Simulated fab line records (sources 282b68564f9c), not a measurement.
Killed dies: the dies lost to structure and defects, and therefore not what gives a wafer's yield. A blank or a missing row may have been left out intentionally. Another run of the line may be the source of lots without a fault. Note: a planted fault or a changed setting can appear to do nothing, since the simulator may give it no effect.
fab line records / flow rit-cmos
[record] lots = 5 wafers = 15 last-day = 8
route steps=202 shown NLDD@105 PLDD@114 SPACER@125 M1@202
lots that met no fault: taken from a fault-free run of the same line
start-h: hours from the record's first day to the start of the lot's first wafer shown / wait-h: hours since the lot's step before / " repeats the value in the row above / L1.1+2: a single row standing in for several wafers / - no value, or no start was given / * or withheld: withheld / < > ~ a bound
route shown NAME@n: names a module that has steps shown in the file, with the first one's number in the route / usual: average and standard deviation across the fault-free wafers / same: alike in all rows / chamber/n: place in a boat / sites: the reading at each site / _std_site: how widely they spread, as a standard deviation / _edge_site: outer sites' mean less inner sites' / radius-mm: how far each site lies from the wafer's centre / mask NAME#n: copy n / behind: tool/chamber where the wafer was last shaped / hold: the reason the lot was held/the length of the hold in hours/how it ended / device: the n, p or np transistor that did not switch / end of line: at the end of the route, the tests of the same wafers / for a step that has no rows: nothing shown but its recipe / killed: the dies lost at the first sort to structure and to defects; this is not the yield of the wafer / map: per-die view of a wafer (x killed, . not killed, _ where there is no die)
set.NAME: the run value of the setting; set.NAME@STEP: its run value at that earlier step / model.NAME: the simulator's own value behind a step, which no gauge read
lots at some steps of the route; a table a step, a row a wafer
services: a tool's chamber out of use, with start hour (start-h, from the record's first day; less than 0 if before it), hours out, and reason
[[steps]]
[step RIT_NLDD_SOFTBAKE_02]
[recipe] resist = NOVOLAK temp-c = 90 time-s = 60
[step RIT_NLDD_EXPOSE_03]
[recipe] mask-id = M7 na = 0.57 target-cd-nm = 40700 dose-mj = 250
[step RIT_NLDD_PEB_04]
[recipe] resist = NOVOLAK temp-c = withheld time-s = withheld
[step RIT_NLDD_DEVELOP_05]
[recipe] resist = NOVOLAK develop-time-s = 50 dev-temp-c = 23
[step RIT_NLDD_OVL_MEAS_06]
[usual] NLDD_OVL = -0.5/1.6
lot.wafer=L267.2 tool=overlay-01 chamber=- start-h=55.87 wait-h=- NLDD_OVL[nm]=-3.1
lot.wafer=L267.4 tool=overlay-01 chamber=- start-h=55.87 wait-h=- NLDD_OVL[nm]=-1.4
lot.wafer=L267.5 tool=overlay-01 chamber=- start-h=55.87 wait-h=- NLDD_OVL[nm]=-4.7
lot.wafer=L273.1 tool=overlay-02 chamber=- start-h=88.94 wait-h=- NLDD_OVL[nm]=-1.9
lot.wafer=L273.3 tool=overlay-02 chamber=- start-h=88.94 wait-h=- NLDD_OVL[nm]=-1.2
lot.wafer=L273.5 tool=overlay-02 chamber=- start-h=88.94 wait-h=- NLDD_OVL[nm]=-1.6
lot.wafer=L276.1 tool=overlay-01 chamber=- start-h=104.09 wait-h=- NLDD_OVL[nm]=-1.2
lot.wafer=L276.3 tool=overlay-01 chamber=- start-h=104.09 wait-h=- NLDD_OVL[nm]=-1.6
lot.wafer=L276.5 tool=overlay-01 chamber=- start-h=104.09 wait-h=- NLDD_OVL[nm]=-1.0
lot.wafer=L284.1 tool=overlay-02 chamber=- start-h=163.92 wait-h=- NLDD_OVL[nm]=-0.2
lot.wafer=L284.5 tool=overlay-02 chamber=- start-h=163.92 wait-h=- NLDD_OVL[nm]=-1.5
lot.wafer=L284.6 tool=overlay-02 chamber=- start-h=163.92 wait-h=- NLDD_OVL[nm]=0.5
lot.wafer=L288.2 tool=overlay-01 chamber=- start-h=176.78 wait-h=- NLDD_OVL[nm]=1.4
lot.wafer=L288.5 tool=overlay-01 chamber=- start-h=176.78 wait-h=- NLDD_OVL[nm]=1.3
lot.wafer=L288.6 tool=overlay-01 chamber=- start-h=176.78 wait-h=- NLDD_OVL[nm]=2.0
[step RIT_NLDD_HARDBAKE_07]
[recipe] resist = NOVOLAK temp-c = 140 time-s = 60
[step RIT_NLDD_IMPLANT_08]
[recipe] species = P energy-kev = 20 dose-cm2 = 5e+14 tilt-deg = 7
[step RIT_NLDD_STRIP_09]
[recipe] chemistry = O2 time-s = 180 resist = NOVOLAK platen-temp-c = withheld power-w = 500 pressure-mtorr = 4000 o2-flow-sccm = 4000
[usual] drypump-motor-current-A = 5.9/0.46 o2-flow-sccm = 3997/12
lot.wafer=L267.2 tool=plasma-asher-02 chamber=0 start-h=56.20 wait-h=0.1 drypump-motor-current-A=5.9 o2-flow-sccm=3989 rf-hours-counter-h=40
lot.wafer=L267.4 tool=plasma-asher-02 chamber=0 start-h=56.20 wait-h=0.1 drypump-motor-current-A=5.9 o2-flow-sccm=4005 rf-hours-counter-h=-
lot.wafer=L267.5 tool=plasma-asher-02 chamber=1 start-h=56.20 wait-h=0.1 drypump-motor-current-A=5.5 o2-flow-sccm=3982 rf-hours-counter-h=-
lot.wafer=L273.1 tool=plasma-asher-03 chamber=0 start-h=89.31 wait-h=0.1 drypump-motor-current-A=6.0 o2-flow-sccm=4008 rf-hours-counter-h=45
lot.wafer=L273.3 tool=plasma-asher-03 chamber=0 start-h=89.31 wait-h=0.1 drypump-motor-current-A=6.0 o2-flow-sccm=4006 rf-hours-counter-h=-
lot.wafer=L273.5 tool=plasma-asher-03 chamber=1 start-h=89.31 wait-h=0.1 drypump-motor-current-A=6.8 o2-flow-sccm=4010 rf-hours-counter-h=-
lot.wafer=L276.1 tool=plasma-asher-01 chamber=1 start-h=104.42 wait-h=0.1 drypump-motor-current-A=5.8 o2-flow-sccm=3991 rf-hours-counter-h=30
lot.wafer=L276.3 tool=plasma-asher-01 chamber=1 start-h=104.42 wait-h=0.1 drypump-motor-current-A=5.8 o2-flow-sccm=4006 rf-hours-counter-h=-
lot.wafer=L276.5 tool=plasma-asher-01 chamber=1 start-h=104.42 wait-h=0.1 drypump-motor-current-A=5.8 o2-flow-sccm=4004 rf-hours-counter-h=-
lot.wafer=L284.1 tool=plasma-asher-01 chamber=0 start-h=164.26 wait-h=0.1 drypump-motor-current-A=5.4 o2-flow-sccm=4015 rf-hours-counter-h=35
lot.wafer=L284.5 tool=plasma-asher-01 chamber=1 start-h=164.26 wait-h=0.1 drypump-motor-current-A=5.9 o2-flow-sccm=4003 rf-hours-counter-h=-
lot.wafer=L284.6 tool=plasma-asher-01 chamber=0 start-h=164.26 wait-h=0.1 drypump-motor-current-A=5.4 o2-flow-sccm=3986 rf-hours-counter-h=-
lot.wafer=L288.2 tool=plasma-asher-01 chamber=1 start-h=177.12 wait-h=0.1 drypump-motor-current-A=5.8 o2-flow-sccm=3997 rf-hours-counter-h=37
lot.wafer=L288.5 tool=plasma-asher-01 chamber=1 start-h=177.12 wait-h=0.1 drypump-motor-current-A=5.8 o2-flow-sccm=3993 rf-hours-counter-h=-
lot.wafer=L288.6 tool=plasma-asher-01 chamber=0 start-h=177.12 wait-h=0.1 drypump-motor-current-A=5.4 o2-flow-sccm=3990 rf-hours-counter-h=-
[step RIT_NLDD_TW_MEAS_10]
[usual] NLDD_TW = 2505/28
lot.wafer=L267.2 tool=film-metro-03 chamber=- start-h=56.39 wait-h=0.1 NLDD_TW=2542
lot.wafer=L267.4 tool=film-metro-03 chamber=- start-h=56.39 wait-h=0.1 NLDD_TW=2559
lot.wafer=L267.5 tool=film-metro-03 chamber=- start-h=56.39 wait-h=0.1 NLDD_TW=2537
lot.wafer=L273.1 tool=film-metro-01 chamber=- start-h=89.48 wait-h=0.1 NLDD_TW=2491
lot.wafer=L273.3 tool=film-metro-01 chamber=- start-h=89.48 wait-h=0.1 NLDD_TW=2498
lot.wafer=L273.5 tool=film-metro-01 chamber=- start-h=89.48 wait-h=0.1 NLDD_TW=2505
lot.wafer=L276.1 tool=film-metro-01 chamber=- start-h=104.60 wait-h=0.1 NLDD_TW=2478
lot.wafer=L276.3 tool=film-metro-01 chamber=- start-h=104.60 wait-h=0.1 NLDD_TW=2483
lot.wafer=L276.5 tool=film-metro-01 chamber=- start-h=104.60 wait-h=0.1 NLDD_TW=2492
lot.wafer=L284.1 tool=film-metro-01 chamber=- start-h=164.43 wait-h=0.1 NLDD_TW=2469
lot.wafer=L284.5 tool=film-metro-01 chamber=- start-h=164.43 wait-h=0.1 NLDD_TW=2476
lot.wafer=L284.6 tool=film-metro-01 chamber=- start-h=164.43 wait-h=0.1 NLDD_TW=2489
lot.wafer=L288.2 tool=film-metro-02 chamber=- start-h=177.31 wait-h=0.1 NLDD_TW=2482
lot.wafer=L288.5 tool=film-metro-02 chamber=- start-h=177.31 wait-h=0.1 NLDD_TW=2468
lot.wafer=L288.6 tool=film-metro-02 chamber=- start-h=177.31 wait-h=0.1 NLDD_TW=2477
[step RIT_PLDD_HMDS_00]
[recipe] prime-time-s = 60 prime-temp-c = 140
[step RIT_PLDD_COAT_01]
[recipe] resist = NOVOLAK spin-rpm = 3250 resist-thk-nm = 1000
[step RIT_PLDD_SOFTBAKE_02]
[recipe] resist = NOVOLAK temp-c = 90 time-s = 60
[step RIT_PLDD_EXPOSE_03]
[recipe] mask-id = M8 na = 0.57 target-cd-nm = 40900 dose-mj = 250
[usual] exposure-dose-mJ-cm2 = 250.01/0.27
lot.wafer=L267.2 tool=iline-stepper-01 chamber=0 start-h=57.03 wait-h=0.2 mask=M8#0 exposure-dose-mJ-cm2=250.16
lot.wafer=L267.4 tool=iline-stepper-01 chamber=0 start-h=57.03 wait-h=0.2 mask=M8#0 exposure-dose-mJ-cm2=250.30
lot.wafer=L267.5 tool=iline-stepper-01 chamber=0 start-h=57.03 wait-h=0.2 mask=M8#0 exposure-dose-mJ-cm2=249.84
lot.wafer=L273.1 tool=iline-stepper-02 chamber=0 start-h=89.99 wait-h=0.1 mask=M8#0 exposure-dose-mJ-cm2=249.97
lot.wafer=L273.3 tool=iline-stepper-02 chamber=0 start-h=89.99 wait-h=0.1 mask=M8#0 exposure-dose-mJ-cm2=249.79
lot.wafer=L273.5 tool=iline-stepper-02 chamber=0 start-h=89.99 wait-h=0.1 mask=M8#0 exposure-dose-mJ-cm2=250.14
lot.wafer=L276.1 tool=iline-stepper-01 chamber=0 start-h=105.11 wait-h=0.1 mask=M7#0 exposure-dose-mJ-cm2=250.56
lot.wafer=L276.3 tool=iline-stepper-01 chamber=0 start-h=105.11 wait-h=0.1 mask=M7#0 exposure-dose-mJ-cm2=250.24
lot.wafer=L276.5 tool=iline-stepper-01 chamber=0 start-h=105.11 wait-h=0.1 mask=M7#0 exposure-dose-mJ-cm2=250.31
lot.wafer=L284.1 tool=iline-stepper-01 chamber=0 start-h=164.94 wait-h=0.1 mask=M8#0 exposure-dose-mJ-cm2=249.99
lot.wafer=L284.5 tool=iline-stepper-01 chamber=0 start-h=164.94 wait-h=0.1 mask=M8#0 exposure-dose-mJ-cm2=250.02
lot.wafer=L284.6 tool=iline-stepper-01 chamber=0 start-h=164.94 wait-h=0.1 mask=M8#0 exposure-dose-mJ-cm2=250.01
lot.wafer=L288.2 tool=iline-stepper-02 chamber=0 start-h=178.13 wait-h=0.2 mask=M8#0 exposure-dose-mJ-cm2=249.74
lot.wafer=L288.5 tool=iline-stepper-02 chamber=0 start-h=178.13 wait-h=0.2 mask=M8#0 exposure-dose-mJ-cm2=249.95
lot.wafer=L288.6 tool=iline-stepper-02 chamber=0 start-h=178.13 wait-h=0.2 mask=M8#0 exposure-dose-mJ-cm2=249.90
[step RIT_PLDD_PEB_04]
[recipe] resist = NOVOLAK temp-c = withheld time-s = withheld
[step RIT_PLDD_DEVELOP_05]
[recipe] resist = NOVOLAK develop-time-s = 50 dev-temp-c = 23
[step RIT_PLDD_OVL_MEAS_06]
[usual] PLDD_OVL = -0.4/1.4
lot.wafer=L267.2 tool=overlay-02 chamber=- start-h=57.42 wait-h=- PLDD_OVL[nm]=-3.5
lot.wafer=L267.4 tool=overlay-02 chamber=- start-h=57.42 wait-h=- PLDD_OVL[nm]=-2.6
lot.wafer=L267.5 tool=overlay-02 chamber=- start-h=57.42 wait-h=- PLDD_OVL[nm]=-2.2
lot.wafer=L273.1 tool=overlay-02 chamber=- start-h=90.39 wait-h=- PLDD_OVL[nm]=-0.1
lot.wafer=L273.3 tool=overlay-02 chamber=- start-h=90.39 wait-h=- PLDD_OVL[nm]=0.7
lot.wafer=L273.5 tool=overlay-02 chamber=- start-h=90.39 wait-h=- PLDD_OVL[nm]=0.7
lot.wafer=L276.1 tool=overlay-02 chamber=- start-h=105.51 wait-h=- PLDD_OVL[nm]=-
lot.wafer=L276.3 tool=overlay-02 chamber=- start-h=105.51 wait-h=- PLDD_OVL[nm]=-
lot.wafer=L276.5 tool=overlay-02 chamber=- start-h=105.51 wait-h=- PLDD_OVL[nm]=-
lot.wafer=L284.1 tool=overlay-02 chamber=- start-h=165.34 wait-h=- PLDD_OVL[nm]=-0.7
lot.wafer=L284.5 tool=overlay-02 chamber=- start-h=165.34 wait-h=- PLDD_OVL[nm]=-2.1
lot.wafer=L284.6 tool=overlay-02 chamber=- start-h=165.34 wait-h=- PLDD_OVL[nm]=-1.7
lot.wafer=L288.2 tool=overlay-01 chamber=- start-h=178.67 wait-h=- PLDD_OVL[nm]=-0.3
lot.wafer=L288.5 tool=overlay-01 chamber=- start-h=178.67 wait-h=- PLDD_OVL[nm]=0.6
lot.wafer=L288.6 tool=overlay-01 chamber=- start-h=178.67 wait-h=- PLDD_OVL[nm]=-0.3
[step RIT_PLDD_HARDBAKE_07]
[recipe] resist = NOVOLAK temp-c = 140 time-s = 60
[step RIT_PLDD_IMPLANT_08]
[recipe] species = BF2 energy-kev = 20 dose-cm2 = 9e+14 tilt-deg = 7
[step RIT_PLDD_STRIP_09]
[recipe] chemistry = O2 time-s = 180 resist = NOVOLAK platen-temp-c = withheld power-w = 500 pressure-mtorr = 4000 o2-flow-sccm = 4000
[usual] drypump-motor-current-A = 5.9/0.47 o2-flow-sccm = 4001/11
lot.wafer=L267.2 tool=plasma-asher-04 chamber=1 start-h=57.75 wait-h=0.1 drypump-motor-current-A=5.4 o2-flow-sccm=3997 rf-hours-counter-h=42
lot.wafer=L267.4 tool=plasma-asher-04 chamber=0 start-h=57.75 wait-h=0.1 drypump-motor-current-A=5.8 o2-flow-sccm=4014 rf-hours-counter-h=-
lot.wafer=L267.5 tool=plasma-asher-04 chamber=0 start-h=57.75 wait-h=0.1 drypump-motor-current-A=5.8 o2-flow-sccm=3995 rf-hours-counter-h=-
lot.wafer=L273.1 tool=plasma-asher-03 chamber=0 start-h=90.73 wait-h=0.1 drypump-motor-current-A=6.0 o2-flow-sccm=4011 rf-hours-counter-h=45
lot.wafer=L273.3 tool=plasma-asher-03 chamber=1 start-h=90.73 wait-h=0.1 drypump-motor-current-A=6.8 o2-flow-sccm=3978 rf-hours-counter-h=-
lot.wafer=L273.5 tool=plasma-asher-03 chamber=0 start-h=90.73 wait-h=0.1 drypump-motor-current-A=6.0 o2-flow-sccm=4005 rf-hours-counter-h=-
lot.wafer=L276.1 tool=plasma-asher-04 chamber=1 start-h=105.84 wait-h=0.1 drypump-motor-current-A=5.4 o2-flow-sccm=4008 rf-hours-counter-h=47
lot.wafer=L276.3 tool=plasma-asher-04 chamber=1 start-h=105.84 wait-h=0.1 drypump-motor-current-A=5.4 o2-flow-sccm=4008 rf-hours-counter-h=-
lot.wafer=L276.5 tool=plasma-asher-04 chamber=1 start-h=105.84 wait-h=0.1 drypump-motor-current-A=5.4 o2-flow-sccm=4002 rf-hours-counter-h=-
lot.wafer=L284.1 tool=plasma-asher-02 chamber=1 start-h=165.71 wait-h=0.1 drypump-motor-current-A=5.5 o2-flow-sccm=4004 rf-hours-counter-h=4
lot.wafer=L284.5 tool=plasma-asher-02 chamber=1 start-h=165.71 wait-h=0.1 drypump-motor-current-A=5.4 o2-flow-sccm=4008 rf-hours-counter-h=-
lot.wafer=L284.6 tool=plasma-asher-02 chamber=0 start-h=165.71 wait-h=0.1 drypump-motor-current-A=5.9 o2-flow-sccm=3976 rf-hours-counter-h=-
lot.wafer=L288.2 tool=plasma-asher-03 chamber=1 start-h=179.15 wait-h=0.1 drypump-motor-current-A=6.8 o2-flow-sccm=3996 rf-hours-counter-h=54
lot.wafer=L288.5 tool=plasma-asher-03 chamber=1 start-h=179.15 wait-h=0.1 drypump-motor-current-A=6.8 o2-flow-sccm=4007 rf-hours-counter-h=-
lot.wafer=L288.6 tool=plasma-asher-03 chamber=0 start-h=179.15 wait-h=0.1 drypump-motor-current-A=6.0 o2-flow-sccm=3982 rf-hours-counter-h=-
[step RIT_PLDD_TW_MEAS_10]
[usual] PLDD_TW = 2366/25
lot.wafer=L267.2 tool=film-metro-03 chamber=- start-h=57.93 wait-h=0.1 PLDD_TW=2402
lot.wafer=L267.4 tool=film-metro-03 chamber=- start-h=57.93 wait-h=0.1 PLDD_TW=2396
lot.wafer=L267.5 tool=film-metro-03 chamber=- start-h=57.93 wait-h=0.1 PLDD_TW=2399
lot.wafer=L273.1 tool=film-metro-02 chamber=- start-h=90.90 wait-h=0.1 PLDD_TW=2358
lot.wafer=L273.3 tool=film-metro-02 chamber=- start-h=90.90 wait-h=0.1 PLDD_TW=2354
lot.wafer=L273.5 tool=film-metro-02 chamber=- start-h=90.90 wait-h=0.1 PLDD_TW=2363
lot.wafer=L276.1 tool=film-metro-02 chamber=- start-h=106.02 wait-h=0.1 PLDD_TW=30
lot.wafer=L276.3 tool=film-metro-02 chamber=- start-h=106.02 wait-h=0.1 PLDD_TW=30
lot.wafer=L276.5 tool=film-metro-02 chamber=- start-h=106.02 wait-h=0.1 PLDD_TW=30
lot.wafer=L284.1 tool=film-metro-01 chamber=- start-h=165.88 wait-h=0.1 PLDD_TW=2354
lot.wafer=L284.5 tool=film-metro-01 chamber=- start-h=165.88 wait-h=0.1 PLDD_TW=2330
lot.wafer=L284.6 tool=film-metro-01 chamber=- start-h=165.88 wait-h=0.1 PLDD_TW=2333
lot.wafer=L288.2 tool=film-metro-01 chamber=- start-h=179.33 wait-h=0.1 PLDD_TW=2339
lot.wafer=L288.5 tool=film-metro-01 chamber=- start-h=179.33 wait-h=0.1 PLDD_TW=2333
lot.wafer=L288.6 tool=film-metro-01 chamber=- start-h=179.33 wait-h=0.1 PLDD_TW=2338
[step RIT_SPACER_CLEAN_00]
[recipe] chemistry = SC1 mix = 3:3:50 time-s = 600 temp-c = 75
[step RIT_M1_PROBE_99]
[usual] killed_at_M0_to_M3 = 0.0/0.14 killed-at-contacts = 0.1/0.3 killed-at-front-end = 7/3.1 killed-dies = 7/3.1 killed-on-rim = 1.9/1.5 killed-open = 3.8/2.3 killed-short = 3.2/1.9
[same] gross-dies = 264 killed_at_M4_up = 0 killed-at-back-side = 0 killed-at-other = 0
lot.wafer=L273.1 tool=prober-01 chamber=- start-h=104.22 wait-h=0.1 killed_at_M0_to_M3=0 killed-at-contacts=0 killed-at-front-end=6 killed-dies=6 killed-on-rim=1 killed-open=2 killed-short=4
lot.wafer=L273.3 tool=prober-01 chamber=- start-h=104.32 wait-h=0.2 killed_at_M0_to_M3=0 killed-at-contacts=0 killed-at-front-end=1 killed-dies=1 killed-on-rim=0 killed-open=0 killed-short=1
lot.wafer=L273.5 tool=prober-01 chamber=- start-h=104.42 wait-h=0.2 killed_at_M0_to_M3=0 killed-at-contacts=0 killed-at-front-end=9 killed-dies=9 killed-on-rim=2 killed-open=3 killed-short=6
lot.wafer=L276.1 tool=prober-02 chamber=- start-h=119.46 wait-h=0.1 killed_at_M0_to_M3=0 killed-at-contacts=0 killed-at-front-end=264 killed-dies=264 killed-on-rim=70 killed-open=4 killed-short=3
lot.wafer=L276.3 tool=prober-02 chamber=- start-h=119.56 wait-h=0.2 killed_at_M0_to_M3=0 killed-at-contacts=1 killed-at-front-end=263 killed-dies=264 killed-on-rim=70 killed-open=5 killed-short=3
lot.wafer=L276.5 tool=prober-02 chamber=- start-h=119.66 wait-h=0.2 killed_at_M0_to_M3=0 killed-at-contacts=0 killed-at-front-end=264 killed-dies=264 killed-on-rim=70 killed-open=4 killed-short=1
lot.wafer=L284.1 tool=prober-01 chamber=- start-h=181.89 wait-h=0.1 killed_at_M0_to_M3=0 killed-at-contacts=0 killed-at-front-end=8 killed-dies=8 killed-on-rim=0 killed-open=4 killed-short=4
lot.wafer=L284.5 tool=prober-01 chamber=- start-h=182.09 wait-h=0.2 killed_at_M0_to_M3=0 killed-at-contacts=0 killed-at-front-end=1 killed-dies=1 killed-on-rim=0 killed-open=0 killed-short=1
lot.wafer=L284.6 tool=prober-01 chamber=- start-h=182.14 wait-h=0.2 killed_at_M0_to_M3=0 killed-at-contacts=0 killed-at-front-end=6 killed-dies=6 killed-on-rim=1 killed-open=3 killed-short=3
// killed by level:class
L273.1 GATE:geometric-particle:short=4 FOX1:geometric-particle:open=1 GATE:geometric-particle:open=1
L273.3 GATE:geometric-particle:short=1
L273.5 SILICIDE:geometric-particle:short=3 GATE:geometric-particle:short=2 GATE:geometric-particle:open=2 SPACER:geometric-particle:short=1 SILICIDE:geometric-particle:open=1
L276.1 PLDD:area-expose=257 GATE:geometric-particle:short=2 GATE:geometric-particle:open=2 SPACER:geometric-particle:open=2 SPACER:geometric-particle:short=1
L276.3 PLDD:area-expose=255 SPACER:geometric-particle:open=2 FOX1:geometric-particle:short=1 GATE:geometric-particle:open=1 GATE:geometric-particle:short=1 REOX:geometric-particle:short=1 SILICIDE:geometric-particle:open=1 CONTACT:geometric-particle:open=1
L276.5 PLDD:area-expose=259 GATE:geometric-particle:open=2 GATE:geometric-particle:short=1 REOX:geometric-particle:open=1 SILICIDE:geometric-particle:open=1
L284.1 GATE:geometric-particle:open=4 REOX:geometric-particle:short=3 GATE:geometric-particle:short=1
L284.5 GATE:geometric-particle:short=1
L284.6 REOX:geometric-particle:open=2 FOX1:geometric-particle:short=1 FOX2:geometric-particle:short=1 GATE:geometric-particle:open=1 REOX:geometric-particle:short=1
// map L276.1 (x killed, . not)
________xxxxxxx_______
_____xxxxxxxxxxxxx____
____xxxxxxxxxxxxxxx___
___xxxxxxxxxxxxxxxxx__
__xxxxxxxxxxxxxxxxxxx_
__xxxxxxxxxxxxxxxxxxx_
_xxxxxxxxxxxxxxxxxxxxx
_xxxxxxxxxxxxxxxxxxxxx
_xxxxxxxxxxxxxxxxxxxxx
_xxxxxxxxxxxxxxxxxxxxx
__xxxxxxxxxxxxxxxxxxx_
__xxxxxxxxxxxxxxxxxxx_
___xxxxxxxxxxxxxxxxx__
____xxxxxxxxxxxxxxx___
_____xxxxxxxxxxxxx____
________xxxxxxx_______
// map L267.4 (x killed, . not)
________......._______
_____.............____
____...............___
___...........x.....__
__..................._
__.x................._
_....x................
_................xx...
_..x..................
_..............x......
__..................._
__...............x..._
___..........x......__
____...............___
_____.............____
________...x.x._______
[[services]]
tool=iline-stepper-02 chamber=- start-h=50.85 hours=2.2 kind=repair
tool=iline-stepper-01 chamber=- start-h=63.44 hours=1.7 kind=pm
tool=iline-stepper-02 chamber=- start-h=71.24 hours=4.4 kind=pm
tool=plasma-asher-02 chamber=- start-h=74.68 hours=1.6 kind=repair
tool=plasma-asher-02 chamber=- start-h=108.75 hours=9.0 kind=pm
tool=plasma-asher-02 chamber=0 start-h=108.75 hours=9.0 kind=vent-cycle
tool=plasma-asher-02 chamber=1 start-h=108.75 hours=9.0 kind=vent-cycle
tool=iline-stepper-01 chamber=0 start-h=114.00 hours=- kind=calibration
tool=iline-stepper-02 chamber=- start-h=117.42 hours=1.7 kind=pm
tool=plasma-asher-02 chamber=0 start-h=117.75 hours=- kind=clean
tool=plasma-asher-02 chamber=1 start-h=117.75 hours=- kind=clean
tool=plasma-asher-01 chamber=- start-h=169.32 hours=2.1 kind=repair
[[key]]
[first-sign] step = RIT_PLDD_EXPOSE_03 reading = mask direction = changed
[effect] step = RIT_PLDD_OVL_MEAS_06 reading = PLDD_OVL direction = missing
[effect] step = RIT_PLDD_TW_MEAS_10 reading = PLDD_TW direction = down sigmas = 93 usual = 2366 struck = 30
[effect] step = RIT_M1_PROBE_99 reading = killed-dies direction = up sigmas = 84 usual = 7 struck = 264
[more-kills-born-at] RIT_PLDD_EXPOSE_03@iline-stepper-01 = 771
met-at RIT_PLDD_EXPOSE_03
struck-wafers L276.1,L276.3,L276.5
tester-left-out L276
onset-between 57.03 105.11
[fault] kind = wrong-mask tool = any chamber = - onset-h = 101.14 steps = RIT_PLDD_EXPOSE_03 aux-copy = M7#0 scope = struck-lots-only
// tester-left-out: of these lots the tester's yield and bins aren't shown, on N5 and GAA mostly nor the transistor test; their killed dies are dies lost to structure and defects alone, not to doping, threshold or leakage, so they don't give the yield
